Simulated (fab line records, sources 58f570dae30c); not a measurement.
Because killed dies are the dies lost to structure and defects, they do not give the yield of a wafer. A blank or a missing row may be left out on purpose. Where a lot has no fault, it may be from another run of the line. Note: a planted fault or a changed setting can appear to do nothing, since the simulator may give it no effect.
Split-lot experiment ; flow berkeley-cmos170 ; 5 lots, 23 wafers read, on a route of 331 steps

## SPLIT DETAILS
At UCB170_M1_SPUTTER_00 (material Al, target thk 600 nm, time 80 s), the setting time-s was moved away from the recipe's 80 s on 9 of the 23 wafers read, by -13.3% to +11.1%. The other wafers ran this setting at the recipe's value.

## FROM THE SPLIT TO THE READING: what the file shows between them, 2 steps
- UCB170_M1_RS_MEAS_01: measures by four-point-probe
- UCB170_M1_THK_MEAS_02: measures by xrf

## THE READING
oes-product-au, in a.u., at UCB170_M1_METAL_ETCH_12 (etches Al in Cl2/BCl3, stops on PSG, target depth 780 nm, time 130 s). Fault-free wafers of this fab line usually give 0.864 a.u., standard deviation 0.016 a.u.

wafer;tool, chamber at the split;time-s as run, s;against the recipe;oes-product-au, a.u.;against lot-mates on the recipe
L074.3;pvd-sputter-01, -;80;recipe;0.869;-
L074.4;pvd-sputter-01, -;80;recipe;0.868;-
L074.5;pvd-sputter-01, -;80;recipe;0.858;-
L075.2;pvd-sputter-04, -;88.84;+11.1%;0.904;+0.043
L075.3;pvd-sputter-04, -;80;recipe;0.867;-
L075.4;pvd-sputter-04, -;80;recipe;0.836;-
L075.5;pvd-sputter-04, -;88.84;+11.1%;0.909;+0.048
L075.6;pvd-sputter-04, -;80;recipe;0.880;-
L076.1;pvd-sputter-03, -;80;recipe;0.836;-
L076.3;pvd-sputter-03, -;69.33;-13.3%;0.778;-0.062
L076.4;pvd-sputter-03, -;80;recipe;0.850;-
L076.5;pvd-sputter-03, -;69.33;-13.3%;0.786;-0.054
L076.6;pvd-sputter-03, -;80;recipe;0.835;-
L081.1;pvd-sputter-01, -;74.91;-6.4%;0.820;-0.044
L081.2;pvd-sputter-01, -;80;recipe;0.870;-
L081.4;pvd-sputter-01, -;80;recipe;0.860;-
L081.5;pvd-sputter-01, -;74.91;-6.4%;0.841;-0.023
L081.6;pvd-sputter-01, -;80;recipe;0.861;-
L083.1;pvd-sputter-03, -;74.68;-6.6%;0.819;-0.036
L083.2;pvd-sputter-03, -;80;recipe;0.857;-
L083.3;pvd-sputter-03, -;74.68;-6.6%;0.830;-0.025
L083.5;pvd-sputter-03, -;80;recipe;0.852;-
L083.6;pvd-sputter-03, -;74.68;-6.6%;0.824;-0.031

THE FIT
A straight line over all 23 wafers: oes-product-au changes by +0.00499 a.u. for each +1% of time-s; r = +0.93; the points scatter about the line by 0.012 a.u.
The same after taking each lot's own level away (the mean of its wafers on the recipe; 23 wafers): +0.00437 a.u. for each +1%; r = +0.95; scatter 0.009 a.u.
According to that fit, moving time-s by its largest amount changes the reading by 0.058 a.u.
Across the lots, their own levels run from 0.8403 to 0.8650 a.u., a range of 1.5 times the standard deviation given above.
Thus the slope moves with the lot-to-lot level: the two fits are different.
Check: for one of the wafers moved furthest among these (-13.3%), held out of the fit, the line's prediction against its lot-mates is -0.0582 a.u. Against them it came out at -0.0623 a.u.

## THE WHOLE CHAIN: every reading that the file lists as answering this split, in the file's order
step;what it does;reading;change (the file's fit);r (the file's)
UCB170_M1_SPUTTER_00;material Al, target thk 600 nm, time 80 s;Al_of_M1_SPUTTER_00.thk-nm (the simulator's own value, which no gauge read);+5.94 nm for each +1% of the setting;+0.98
UCB170_M1_RS_MEAS_01;measures by four-point-probe;M1_AL_RS;-0.000526 for each +1% of the setting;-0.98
UCB170_M1_THK_MEAS_02;measures by xrf;M1_AL_THK;+5.91 for each +1% of the setting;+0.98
UCB170_M1_METAL_ETCH_12;etches Al in Cl2/BCl3, stops on PSG, target depth 780 nm, time 130 s;oes-product-au;+0.00438 a.u. for each +1% of the setting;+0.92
UCB170_V1_ETCH_14;etches SiO2 in CHF3/CF4/Ar, stops on Al, target depth 1250 nm, time 291 s;Al_of_M1_SPUTTER_00.thk-nm (the simulator's own value, which no gauge read);+5.96 nm for each +1% of the setting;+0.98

## FILE'S OWN FIT
oes-product-au changes by +0.00438 a.u. for each +1% of time-s, r = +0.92.
